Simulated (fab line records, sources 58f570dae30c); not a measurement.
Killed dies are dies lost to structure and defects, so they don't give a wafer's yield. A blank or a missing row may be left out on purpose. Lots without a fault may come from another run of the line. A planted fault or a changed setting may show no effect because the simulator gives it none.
fab line records | flow berkeley_cmos170
record lots=7 wafers=21 last_day=11
route steps=331 shown NSD@192 BACKSIDE@199 SDANNEAL@204
lots that met no fault: from a run of the same line without faults
start_h: hours from the record's first day to the start of the lot's first wafer shown | wait_h: hours since the lot's step before | " the same as in the row above | L1.1+2: a row that stands for several wafers | - no value, or no start given | * or withheld: withheld | < > ~ a bound
route shown NAME@n: a module of which the file shows steps, and the number in the route of the first | usual: mean/standard deviation of fault-free wafers | same: alike in all rows | chamber/n: place in a boat | sites: the reading at each site | _std_site: their standard deviation | _edge_site: outer sites' mean less inner sites' | radius_mm: how far each site lies from the wafer's centre | mask NAME#n: copy n | behind: the tool/chamber that last shaped the wafer | hold: why the lot was held/for how many hours/how that ended | device: the transistor (n, p or np) that didn't switch | end of line: the same wafers' tests at the end of the route | a step without rows: its recipe alone | killed: dies lost to structure and defects at the first sort, not the wafer's yield | map: a wafer's dies, x killed, . not, _ none there
set.NAME: the setting as run; set.NAME@STEP: as run at that earlier step | model.NAME: the simulator's own value behind a step, which no gauge read
lots at some steps of the route; a table a step, a row a wafer
services: from which hour (start_h, from the record's first day; less than 0 if before it) a tool's chamber was out of use, for how many hours, and why
## steps
# step UCB170_NSD_DEVELOP_05
# recipe developer=TMAH develop_time_s=45 resist=KrF dev_temp_c=21
# step UCB170_NSD_CD_MEAS_06
# recipe target_cd_nm=1200
# usual cd_nm=1199.9/1.4
# columns lot.wafer tool chamber start_h wait_h cd_nm
L138.1 cd_sem-01 - 144.11 - 1198.6
L138.2 " - " " 1198.8
L138.4 " - " " 1199.0
L145.1 cd_sem-02 - 166.10 - 1198.3
L145.4 " - " " 1198.1
L145.6 " - " " 1201.1
L147.3 cd_sem-02 - 183.79 - 1198.8
L147.4 " - " " 1199.2
L147.6 " - " " 1198.4
L146.2 cd_sem-02 - 184.21 - 1201.0
L146.4 " - " " 1198.7
L146.5 " - " " 1199.4
L150.1 cd_sem-02 - 188.97 - 1199.9
L150.4 " - " " 1199.9
L150.6 " - " " 1200.6
L156.1 cd_sem-02 - 230.77 - 1202.6
L156.2 " - " " 1200.8
L156.3 " - " " 1202.7
L159.1 cd_sem-02 - 233.12 - 1196.6
L159.2 " - " " 1196.8
L159.6 " - " " 1196.7
# step UCB170_NSD_OVL_MEAS_07
# usual NSD_OVL=0/5.1
# columns lot.wafer tool chamber start_h wait_h NSD_OVL[nm]
L138.1 overlay-01 - 144.23 0.1 3
L138.2 " - " " -2
L138.4 " - " " -5
L145.1 overlay-01 - 166.22 0.1 7
L145.4 " - " " 0
L145.6 " - " " 2
L147.3 overlay-01 - 183.89 0.1 3
L147.4 " - " " 0
L147.6 " - " " -2
L146.2 overlay-02 - 184.31 0.1 1
L146.4 " - " " -4
L146.5 " - " " 4
L150.1 overlay-01 - 189.09 0.1 2
L150.4 " - " " -4
L150.6 " - " " 0
L156.1 overlay-01 - 230.89 0.1 10
L156.2 " - " " 0
L156.3 " - " " 5
L159.1 overlay-01 - 233.24 0.1 -10
L159.2 " - " " -12
L159.6 " - " " 2
# step UCB170_NSD_IMPLANT_08
# recipe species=P dose_cm2=3e+15 energy_kev=40 tilt_deg=7
# step UCB170_NSD_STRIP_09
# recipe chemistry=O2 power_w=400 pressure_mtorr=3500 platen_temp_c=withheld o2_flow_sccm=400 overash_fraction=0.5
# usual drypump_motor_current_A=5.78/0.23 oes_product_au=0.534/0.0044 strip_time_to_endpoint_s=35.84/0.11
# columns lot.wafer tool chamber start_h wait_h drypump_motor_current_A oes_product_au rf_hours_counter_h strip_time_to_endpoint_s
L138.1 plasma_asher-01 1 144.41 0.1 5.42 0.533 44 35.83
L138.2 " 0 " " 5.56 0.540 44 35.84
L138.4 " 1 " " 5.44 0.539 - 35.86
L145.1 plasma_asher-01 0 166.40 0.1 5.57 0.537 47 35.92
L145.4 " 1 " " 5.43 0.535 - 36.01
L145.6 " 1 " " 5.43 0.530 - 36.01
L147.3 plasma_asher-03 0 184.09 0.1 5.89 0.534 - 35.86
L147.4 " 1 " " 5.64 0.538 - 35.88
L147.6 " 1 " " 5.67 0.532 - 35.92
L146.2 plasma_asher-03 1 184.49 0.1 5.66 0.531 46 35.96
L146.4 " 1 " " 5.66 0.544 - 35.95
L146.5 " 0 " " 5.93 0.532 - 35.98
L150.1 plasma_asher-03 1 189.28 0.1 5.65 0.527 46 35.81
L150.4 " 1 " " 5.66 0.528 - 35.82
L150.6 " 1 " " 5.66 0.535 - 35.88
L156.1 plasma_asher-04 1 231.08 0.1 6.10 0.535 44 35.88
L156.2 " 0 " " 5.89 0.526 44 35.93
L156.3 " 0 " " 5.87 0.528 - 35.84
L159.1 plasma_asher-04 1 233.43 0.1 6.06 0.530 45 35.70
L159.2 " 0 " " 5.86 0.530 45 35.64
L159.6 " 1 " " 6.06 0.537 - 35.77
# step UCB170_NSD_TW_MEAS_10
# usual NSD_TW=4210/30
# columns lot.wafer tool chamber start_h wait_h NSD_TW
L138.1 film_metro-04 - 144.51 0.1 4243
L138.2 " - " " 4238
L138.4 " - " " 4244
L145.1 film_metro-03 - 166.50 0.1 4171
L145.4 " - " " 4169
L145.6 " - " " 4175
L147.3 film_metro-02 - 184.18 0.1 4236
L147.4 " - " " 4252
L147.6 " - " " 4224
L146.2 film_metro-04 - 184.60 0.1 4216
L146.4 " - " " 4237
L146.5 " - " " 4208
L150.1 film_metro-04 - 189.38 0.1 4203
L150.4 " - " " 4205
L150.6 " - " " 4229
L156.1 film_metro-03 - 231.18 0.1 4191
L156.2 " - " " 4199
L156.3 " - " " 4216
L159.1 film_metro-04 - 233.53 0.1 4239
L159.2 " - " " 4224
L159.6 " - " " 4223
# step UCB170_NSD_CLEAN_11
# recipe chemistry=SPM temp_c=120 time_s=600
# step UCB170_BACKSIDE_HMDS_00
# recipe prime_time_s=60 prime_temp_c=100
# step UCB170_BACKSIDE_COAT_01
# recipe resist=KrF spin_rpm=1500 resist_thk_nm=900
# step UCB170_BACKSIDE_SOFTBAKE_02
# recipe resist=KrF temp_c=130 time_s=60
# step UCB170_BACKSIDE_STRIP_03
# recipe chemistry=O2 power_w=400 pressure_mtorr=3500 platen_temp_c=withheld o2_flow_sccm=400 overash_fraction=0.5
# usual drypump_motor_current_A=5.71/0.26 oes_product_au=0.734/0.0046 strip_time_to_endpoint_s=21.98/0.095
# columns lot.wafer tool chamber start_h wait_h drypump_motor_current_A oes_product_au rf_hours_counter_h strip_time_to_endpoint_s
L138.1 plasma_asher-01 1 145.20 0.1 5.44 0.735 45 22.13
L138.2 " 0 " " 5.56 0.738 45 22.19
L138.4 " 0 " " 5.58 0.732 - 22.20
L145.1 plasma_asher-01 1 167.33 0.1 5.42 0.737 48 22.04
L145.4 " 1 " " 5.44 0.737 - 22.02
L145.6 " 0 " " 5.57 0.736 - 22.02
L147.3 plasma_asher-04 1 185.22 0.1 6.03 0.736 - 21.94
L147.4 " 0 " " 5.86 0.740 - 22.11
L147.6 " 1 " " 6.05 0.736 - 22.02
L146.2 plasma_asher-04 1 186.01 0.1 6.08 0.734 39 21.85
L146.4 " 0 " " 5.90 0.740 - 21.95
L146.5 " 1 " " 6.09 0.728 - 21.85
L150.1 plasma_asher-02 0 191.11 0.1 5.40 0.731 10 21.91
L150.4 " 1 " " 5.84 0.740 - 21.89
L150.6 " 1 " " 5.78 0.734 - 21.94
L156.1 plasma_asher-02 0 232.28 0.1 5.37 0.737 15 21.94
L156.2 " 1 " " 5.82 0.733 15 21.98
L156.3 " 1 " " 5.82 0.737 - 21.97
L159.1 plasma_asher-04 1 234.56 0.1 6.11 0.729 45 21.95
L159.2 " 0 " " 5.89 0.732 45 21.93
L159.6 " 0 " " 5.90 0.738 - 21.98
# step UCB170_BACKSIDE_CLEAN_04
# recipe chemistry=SPM temp_c=120 time_s=600
# step UCB170_SDANNEAL_RTA_00
# recipe temp_c=900 time_s=10 ambient=N2
# usual anneal_temp_c_max=904.4/0.89 chamber_o2_ppm=1.999/0.021 lamp_power_pct=22.8/1.9 wafer_temp_C_max=903.8/0.77
# columns lot.wafer tool chamber start_h wait_h anneal_temp_c_max chamber_o2_ppm lamp_power_pct wafer_temp_C_max
L138.1 rtp_anneal-01 0 145.47 0.0 904.6 2.014 21.1 903.1
L138.2 " 0 " " 904.5 1.970 21.1 902.7
L138.4 " 0 " " 902.6 1.994 21.1 903.7
L145.1 rtp_anneal-01 - 167.68 0.0 - - - -
L145.4 " - " " - - - -
L145.6 " - " " - - - -
L147.3 rtp_anneal-01 - 185.48 0.0 - - - -
L147.4 " - " " - - - -
L147.6 " - " " - - - -
L146.2 rtp_anneal-02 - 186.30 0.0 - - - -
L146.4 " - " " - - - -
L146.5 " - " " - - - -
L150.1 rtp_anneal-01 0 191.38 0.0 903.2 2.032 21.1 904.1
L150.4 " 0 " " 904.0 1.994 21.1 903.7
L150.6 " 0 " " 905.4 2.013 21.1 904.2
L156.1 rtp_anneal-02 0 232.62 0.1 905.6 2.023 24.9 904.2
L156.2 " 0 " " 904.9 2.029 24.9 903.0
L156.3 " 0 " " 904.4 2.022 24.9 904.2
L159.1 rtp_anneal-02 0 234.84 0.0 904.2 2.000 24.9 902.3
L159.2 " 0 " " 904.6 1.999 24.9 904.6
L159.6 " 0 " " 904.0 1.980 24.9 903.1
# step UCB170_SDANNEAL_RTA_01
# recipe temp_c=1050 time_s=5 ambient=N2
# usual anneal_temp_c_max=1055.0/0.81 chamber_o2_ppm=2.000/0.019 lamp_power_pct=35.3/2.9 wafer_temp_C_max=1054.2/0.89
# columns lot.wafer tool chamber start_h wait_h anneal_temp_c_max chamber_o2_ppm lamp_power_pct wafer_temp_C_max
L138.1 rtp_anneal-01 0 145.54 0.1 1055.2 2.014 32.6 1055.0
L138.2 " 0 " " 1054.8 2.023 32.6 1054.3
L138.4 " 0 " " 1053.6 1.999 32.6 1054.7
L145.1 rtp_anneal-01 0 167.74 0.1 1055.8 2.006 32.6 1053.7
L145.4 " 0 " " 1054.5 2.021 32.5 1054.3
L145.6 " 0 " " 1054.8 1.979 32.6 1053.7
L147.3 rtp_anneal-01 0 185.54 0.1 1055.7 2.012 32.5 1054.9
L147.4 " 0 " " 1054.4 2.029 32.6 1054.7
L147.6 " 0 " " 1054.9 1.953 32.6 1053.1
L146.2 rtp_anneal-02 0 186.37 0.1 1053.4 1.992 38.4 1053.4
L146.4 " 0 " " 1056.6 2.020 38.4 1054.2
L146.5 " 0 " " 1057.1 2.025 38.4 1055.0
L150.1 rtp_anneal-01 0 191.45 0.1 1055.7 2.017 32.6 1054.1
L150.4 " 0 " " 1054.4 2.009 32.6 1054.4
L150.6 " 0 " " 1054.9 1.987 32.6 1054.4
L156.1 rtp_anneal-02 0 232.69 0.1 1056.4 1.984 38.4 1053.8
L156.2 " 0 " " 1054.2 1.970 38.4 1053.9
L156.3 " 0 " " 1055.5 2.004 38.4 1054.0
L159.1 rtp_anneal-02 0 234.90 0.1 1055.8 1.998 38.5 1056.5
L159.2 " 0 " " 1056.7 1.986 38.5 1054.8
L159.6 " 0 " " 1055.6 1.992 38.5 1054.0
## services
# columns tool chamber start_h hours kind
rtp_anneal-02 - 144.34 6.0 pm
plasma_asher-02 - 146.21 1.0 repair
plasma_asher-03 - 152.96 14.6 pm
plasma_asher-01 - 165.95 0.4 repair
plasma_asher-04 - 166.36 14.6 pm
plasma_asher-01 - 228.80 5.0 repair
rtp_anneal-01 - 230.79 3.4 pm
## key
first_sign step=UCB170_SDANNEAL_RTA_00 reading=tool_record direction=missing
effect none on later readings
met_at UCB170_SDANNEAL_RTA_00
struck_wafers L145.1,L145.4,L145.6,L146.2,L146.4,L146.5,L147.3,L147.4,L147.6
later_rows_left_out L145.1,L145.4,L145.6,L146.2,L146.4,L146.5,L147.3,L147.4,L147.6
sort_left_out L145.1,L145.4,L145.6,L146.2,L146.4,L146.5,L147.3,L147.4,L147.6
tester_left_out L145,L146,L147
onset_between 145.47 167.68
fault kind=skipped_step_whole tool=rtp_anneal-01,rtp_anneal-02 chamber=- onset_h=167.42 steps=UCB170_SDANNEAL_RTA_00 scope=struck_lots_only
# tester_left_out: of these lots the tester's yield and bins aren't shown, on N5 and GAA mostly nor the transistor test; their killed dies are dies lost to structure and defects alone, not to doping, threshold or leakage, so they don't give the yield
# sort_left_out: the simulated sort isn't trusted on such a fault, so these wafers' sort isn't shown, and their yield isn't known
# later_rows_left_out: the simulator's readings of these wafers behind a module that went badly wrong aren't trusted and aren't shown, but for the sort
